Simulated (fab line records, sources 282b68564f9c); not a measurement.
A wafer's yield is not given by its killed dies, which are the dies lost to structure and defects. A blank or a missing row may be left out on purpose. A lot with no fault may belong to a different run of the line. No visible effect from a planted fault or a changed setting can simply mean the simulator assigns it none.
Comparing a struck lot with a sound one ; flow ritCmos ; 41 out of 202 route steps
Sound: wafers L862.1, L862.4, L862.6. Struck: wafers L870.1, L870.2, L870.3. The cause comes at the end.
At each step with rows: each side's tool, then ch and its chambers, then its first start. Under that, the readings that differ: sound wafers ; struck wafers ; difference of the means ; sigmas: that difference in standard deviations of wafers without a fault.
alike: words and numbers the same on both sides, and readings whose means are apart by under 2 such deviations; not compared: readings that were withheld, readings missing a value for some wafer, numbers with overlapping values and no deviation given by the record, and bounds like >300 which may hide the same value.
A row with sigmas, a row that says differs or no value, or rows on one side alone: a step with any of these is where the two part. Numbers that don't overlap but have no deviation are shown without sigmas and don't part them. A reading that every wafer of one side lacks parts them only if that side has two wafers or more.

first, 1 step without rows for these wafers: RIT_GATE_CLEAN_04 (cleans in dHF, time 60 s).
RIT_FOX2_THK_MEAS_91:
  sound: filmMetro-01 at day 2 08:08; struck: filmMetro-03 at day 4 00:35
reading;sound;struck;difference;sigmas
FIELD_OXIDE_LEFT_2_THK (nm);264 261 255;251 251 242;-12;-2
then, 2 steps without rows for these wafers: RIT_GATE_OXIDATION_05 (target thk 3 nm, ox time 270 s); RIT_GATE_ANNEAL_06 (time 600 s).
RIT_GATE_THK_MEAS_07:
  sound: filmMetro-03 at day 2 09:31; struck: filmMetro-01 at day 4 01:58
  alike: GATE_OXIDE_THK
then, 1 step without rows for these wafers: RIT_GATE_CVD_08 (deposits poly-Si from SiH4, target thk 250 nm, time 2220 s).
RIT_GATE_THK_MEAS_09:
  sound: filmMetro-01 at day 2 11:11; struck: filmMetro-02 at day 4 03:38
  alike: GATE_POLY_THK
then, 5 steps without rows for these wafers: RIT_GATE_HMDS_10 (prime time 60 s); RIT_GATE_COAT_11 (resist thk 850 nm); RIT_GATE_SOFTBAKE_12 (time 60 s); RIT_GATE_EXPOSE_13 (exposes mask M6, target cd 150 nm); RIT_GATE_PEB_14.
RIT_GATE_DEVELOP_15: develop time 50 s.
  sound on lithoTrack-02 ch 0, day 2 12:00; struck on lithoTrack-02 ch 0, day 4 04:00
RIT_GATE_OVL_MEAS_17:
  sound: overlay-02 at day 2 12:30; struck: overlay-01 at day 4 04:40
  alike: GATE_OVL
then, 1 step without rows for these wafers: RIT_GATE_HARDBAKE_18 (time 60 s).
RIT_GATE_ETCH_19: etches poly-Si in SF6/CHF3/O2, stops on SiO2, time 165 s, target depth 312.5 nm.
  sound on rieSi-01 ch 0,3, day 2 12:41; struck on rieSi-01 ch 0,1,3, day 4 04:56
  alike: drypumpMotorCurrentA, oesProductAu, throttleValvePct
  not compared: rfHoursCounterH
RIT_GATE_STRIP_20: strips in O2, time 180 s.
  sound on plasmaAsher-03 ch 0, day 2 12:47; struck on plasmaAsher-03 ch 0,1, day 4 05:03
  alike: drypumpMotorCurrentA, o2FlowSccm
  not compared: rfHoursCounterH
then, 4 steps without rows for these wafers: RIT_REOX_CLEAN_00 (cleans in SC1, time 600 s); RIT_REOX_CLEAN_01 (cleans in dHF, time 30 s); RIT_REOX_CLEAN_02 (cleans in SC2, time 600 s); RIT_REOX_OXIDATION_03 (target thk 25.2 nm, ox time 5580 s).
RIT_REOX_THK_MEAS_04:
  sound: filmMetro-01 at day 2 16:05; struck: filmMetro-04 at day 4 08:54
  alike: REOX_OXIDE_THK
then, 6 steps without rows for these wafers: RIT_NLDD_HMDS_00 (prime time 60 s); RIT_NLDD_COAT_01 (resist thk 1000 nm); RIT_NLDD_SOFTBAKE_02 (time 60 s); RIT_NLDD_EXPOSE_03 (exposes mask M7, target cd 40700 nm); RIT_NLDD_PEB_04; RIT_NLDD_DEVELOP_05 (develop time 50 s).
RIT_NLDD_OVL_MEAS_06:
  sound: overlay-02 at day 2 17:08; struck: overlay-02 at day 4 10:00
  alike: NLDD_OVL
then, 2 steps without rows for these wafers: RIT_NLDD_HARDBAKE_07 (time 60 s); RIT_NLDD_IMPLANT_08.
RIT_NLDD_STRIP_09: strips in O2, time 180 s.
  sound on plasmaAsher-01 ch 0,1, day 2 17:28; struck on plasmaAsher-03 ch 0,1, day 4 10:20
  alike: drypumpMotorCurrentA, o2FlowSccm
  not compared: rfHoursCounterH
RIT_NLDD_TW_MEAS_10:
  sound: filmMetro-02 at day 2 17:38; struck: filmMetro-03 at day 4 10:31
  alike: NLDD_TW
then, 6 steps without rows for these wafers: RIT_PLDD_HMDS_00 (prime time 60 s); RIT_PLDD_COAT_01 (resist thk 1000 nm); RIT_PLDD_SOFTBAKE_02 (time 60 s); RIT_PLDD_EXPOSE_03 (exposes mask M8, target cd 40900 nm); RIT_PLDD_PEB_04; RIT_PLDD_DEVELOP_05 (develop time 50 s).
RIT_PLDD_OVL_MEAS_06:
  sound: overlay-02 at day 2 18:40; struck: overlay-01 at day 4 11:33
  alike: PLDD_OVL
RIT_M1_PROBE_99:
  sound: prober-01 at day 3 08:55; struck: prober-01 at day 5 03:16
reading;sound;struck;difference;sigmas
model.etest.pmos_0p3.rOnOhmUm;6462 6293 6422;5789 5866 5787;-578;
model.etest.pmosTurned.rOnOhmUm;3484 3477 3514;2930 3025 2957;-521;
model.etest.pmos_0p15.rOnOhmUm;2863 2801 2866;2250 2299 2250;-577;
model.etest.nmos_0p15.rOnOhmUm;1202 1168 1213;931.9 962.6 918.2;-256.8;
model.etest.nmos_0p3.rOnOhmUm;2228 2179 2227;1990 2030 1977;-212;
model.etest.nmos_0p15.driveUaUm;459.7 468.6 457.9;608.1 604.9 603.1;+143.3;
model.etest.pmos_0p15.driveUaUm;249.7 255.5 251.2;333 323.4 327.4;+76;
model.etest.nmosTurned.driveUaUm;329.4 328.3 325.9;392.5 384.1 391.3;+61.4;

WHERE THEY PART
At RIT_FOX2_THK_MEAS_91 and nowhere else, as far as this record goes. Later steps at which nothing parts them and some readings are alike: RIT_GATE_THK_MEAS_07, RIT_GATE_THK_MEAS_09, RIT_GATE_OVL_MEAS_17, RIT_GATE_ETCH_19, RIT_GATE_STRIP_20, RIT_REOX_THK_MEAS_04, RIT_NLDD_OVL_MEAS_06, RIT_NLDD_STRIP_09, RIT_NLDD_TW_MEAS_10, RIT_PLDD_OVL_MEAS_06.

WHY: the cause the simulator had injected
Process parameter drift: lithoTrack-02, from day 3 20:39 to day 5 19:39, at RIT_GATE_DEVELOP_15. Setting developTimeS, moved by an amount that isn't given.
